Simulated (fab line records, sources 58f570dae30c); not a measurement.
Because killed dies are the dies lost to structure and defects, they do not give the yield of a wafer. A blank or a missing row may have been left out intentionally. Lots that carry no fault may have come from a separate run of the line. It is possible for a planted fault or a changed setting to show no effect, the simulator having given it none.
2 desks, one fault || flow berkeleyCmos170 || each desk has only its own numbers; what lay behind them comes last

== AT THE TOOL OWNER'S DESK: krfScanner-02 ==
The tool's own readings at UCB170_M1_EXPOSE_06 (exposes mask METAL1, target cd 700 nm): means of the sampled wafers that have a number, for each lot that ran on this tool. Any lot whose mean is over 4 standard deviations away from the usual mean is out of limits and marked OUT; that distance is given in the brackets.
Columns: A = exposureDoseMJCm2 at UCB170_M1_EXPOSE_06, usual 20.944; B = focusOffsetNm at UCB170_M1_EXPOSE_06, usual 0.0 nm
{"lot": "L973", "first seen here": "day 7 14:22", "A": 20.921, "B": 0.2}
{"lot": "L976", "first seen here": "day 8 15:29", "A": 20.941, "B": 0.1}
{"lot": "L982", "first seen here": "day 9 10:52", "A": 20.899, "B": 0.2}
{"lot": "L981", "first seen here": "day 9 12:14", "A": 20.921, "B": 0.0}
{"lot": "L985", "first seen here": "day 10 08:19", "A": 20.936, "B": -0.7}
{"lot": "L992", "first seen here": "day 11 17:31", "A": "20.620 (-13) OUT", "B": -0.4}
{"lot": "L993", "first seen here": "day 11 17:59", "A": "20.607 (-13) OUT", "B": 0.0}
This desk finds L992, L993 out of limits, L992 being first, at day 11 17:31 (exposureDoseMJCm2 at UCB170_M1_EXPOSE_06). L973, L976, L982, L981, L985 stayed within limits.

== METROLOGY DESK ==
What the gauges read for every lot (on any tool): the sampled wafers with a number, averaged. Any lot whose mean is over 4 standard deviations away from the usual mean is out of limits and marked OUT; that distance is given in the brackets.
Columns: A = cdNm at UCB170_M1_CD_MEAS_09, usual 699.8 nm
{"lot": "L972", "first seen here": "day 7 14:44", "A": 698.1}
{"lot": "L973", "first seen here": "day 7 15:19", "A": 700.7}
{"lot": "L971", "first seen here": "day 7 16:15", "A": 697.5}
{"lot": "L977", "first seen here": "day 8 13:30", "A": 700.2}
{"lot": "L979", "first seen here": "day 8 15:52", "A": 699.8}
{"lot": "L976", "first seen here": "day 8 16:35", "A": 700.7}
{"lot": "L982", "first seen here": "day 9 11:38", "A": 702.2}
{"lot": "L981", "first seen here": "day 9 12:38", "A": 701.0}
{"lot": "L985", "first seen here": "day 10 09:28", "A": 697.9}
{"lot": "L983", "first seen here": "day 10 11:58", "A": 698.5}
{"lot": "L984", "first seen here": "day 10 12:09", "A": 699.2}
{"lot": "L992", "first seen here": "day 11 18:14", "A": "692.1 (-4.5) OUT"}
{"lot": "L993", "first seen here": "day 11 18:31", "A": "689.0 (-6.3) OUT"}
{"lot": "L994", "first seen here": "day 11 19:35", "A": 698.2}
This desk finds L992, L993 out of limits, L992 being first, at day 11 18:14 (cdNm at UCB170_M1_CD_MEAS_09). L972, L973, L971, L977, L979, L976, L982, L981, L985, L983, L984, L994 stayed within limits.

== ALL TOGETHER ==
The tool owner's desk had the chance to raise an alarm at day 11 17:31 on L992, L993.
Metrology desk: alarm possible at day 11 18:14 on L992, L993.
The lots listed all ran UCB170_M1_EXPOSE_06 on krfScanner-02.

== WHAT THE SIMULATOR PUT IN ==
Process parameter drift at UCB170_M1_EXPOSE_06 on krfScanner-02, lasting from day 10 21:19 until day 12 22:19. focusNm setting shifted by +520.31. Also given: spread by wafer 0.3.
Lots struck among those shown: L992, L993.
Counting hours from when the fault started, the first reading out of limits came at 20 for the tool owner's desk and at 21 for the metrology desk.
